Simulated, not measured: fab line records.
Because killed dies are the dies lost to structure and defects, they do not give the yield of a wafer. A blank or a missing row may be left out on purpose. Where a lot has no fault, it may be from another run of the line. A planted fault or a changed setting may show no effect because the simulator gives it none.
Which tool did it? -- flow rit cmos -- 42 wafers from 14 lots sampled at 2 of the route's 202 steps

## WHAT THE GAUGES READ, wafer by wafer
Not one reading of a measure or inspect step in the record can be checked against a usual standard deviation.

## WHAT TOOL EACH LOT RAN ON (gives the tool, then ch and the chambers of the sampled wafers, and finally the start)
lot,RIT_NRETRO_DEVELOP_05,RIT_M1_PROBE_99
L656,"litho track-01 ch 0, day 2 09:00",-
L657,"litho track-02 ch 0, day 2 14:00",-
L658,"litho track-03 ch 0, day 2 16:00","prober-02, day 3 20:22"
L660,"litho track-02 ch 0, day 3 02:00",-
L661,"litho track-02 ch 0, day 3 07:00","prober-02, day 4 12:02"
L663,"litho track-02 ch 0, day 3 15:00",-
L664,"litho track-01 ch 0, day 3 21:00","prober-01, day 5 01:32"
L665,"litho track-01 ch 0, day 4 02:00",-
L668,"litho track-02 ch 0, day 4 16:00","prober-02, day 5 20:45"
L674,"litho track-02 ch 0, day 6 00:00",-
L675,"litho track-03 ch 0, day 6 05:00",-
L676,"litho track-02 ch 0, day 6 10:00",-
L678,"litho track-03 ch 0, day 6 19:00",-
L679,"litho track-03 ch 0, day 6 23:00","prober-01, day 8 06:17"
- RIT_NRETRO_DEVELOP_05: develop time 68 s.
- RIT_M1_PROBE_99

## WHAT THE TOOLS THEMSELVES READ (means of the sampled wafers that have a number; where no wafer has one, the mark that the record gives instead)
RIT_NRETRO_DEVELOP_05.
lot,tool,developer temp C (C)
L656,litho track-01,23.06
L657,litho track-02,23.01
L658,litho track-03,22.96
L660,litho track-02,22.94
L661,litho track-02,22.97
L663,litho track-02,22.90
L664,litho track-01,23.00
L665,litho track-01,23.03
L668,litho track-02,23.12
L674,litho track-02,22.07
L675,litho track-03,23.06
L676,litho track-02,22.25
L678,litho track-03,22.90
L679,litho track-03,22.96

RIT_M1_PROBE_99.
lot,tool,killed at contacts,killed at front end,killed dies,killed open,killed short
L658,prober-02,0.0,8.0,8.0,4.3,4
L661,prober-02,0.0,3.0,3.0,1.0,2
L664,prober-01,0.0,4.3,4.3,2.3,2
L668,prober-02,0.3,8.0,8.3,4.3,4
L679,prober-01,0.0,6.0,6.0,4.0,2

## THE ANSWER, worked out from the rows above alone
Rule: the usual values come from the lots themselves. The widest of any qualifying gaps counts: lots, ordered by their means at a reading, are off when they make up no more than a third of the lots, leave a main group of 4 or more, and stand apart from it by 3 or more times the standard deviation of that group's means. A main group whose means are all the same, to the digits that the tables above print for the reading, isn't used. Also off: a lot with no number at a reading for which 4 or more lots have one. All remaining lots with rows at the step are treated as sound. The gauges are gone through in route order, then the tools' own readings, and for those a lot's mean is taken as printed above. At the first step where some lot is off, the reading lying furthest off is the one used; lots without a number count as furthest.
Off, at RIT_NRETRO_DEVELOP_05 on developer temp C: L674, L676. The main group has a mean of 22.99 C with a standard deviation of 0.064.
If a tool, at that step or one of the process steps before it, ran each lot that is off and ran no sound lot following the first of them, it fits. One fits: litho track-02 at RIT_NRETRO_DEVELOP_05. Its last sound lot is L668 (day 4 16:00), its first lot that is off L674 (day 6 00:00): a fault that began between those two fits.
On the lots that are off, the tool's own readings at RIT_NRETRO_DEVELOP_05 differ by more than 5 times the standard deviation of the sound lots' means, which bears it out; developer temp C reads 22.16 C there versus 22.99 C on the sound lots.

## WHAT THE SIMULATOR HAD INSERTED
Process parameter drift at RIT_NRETRO_DEVELOP_05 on litho track-02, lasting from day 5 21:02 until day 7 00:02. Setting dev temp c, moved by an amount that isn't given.
Lots struck among those shown: L674, L676. The same result came from the rule above.
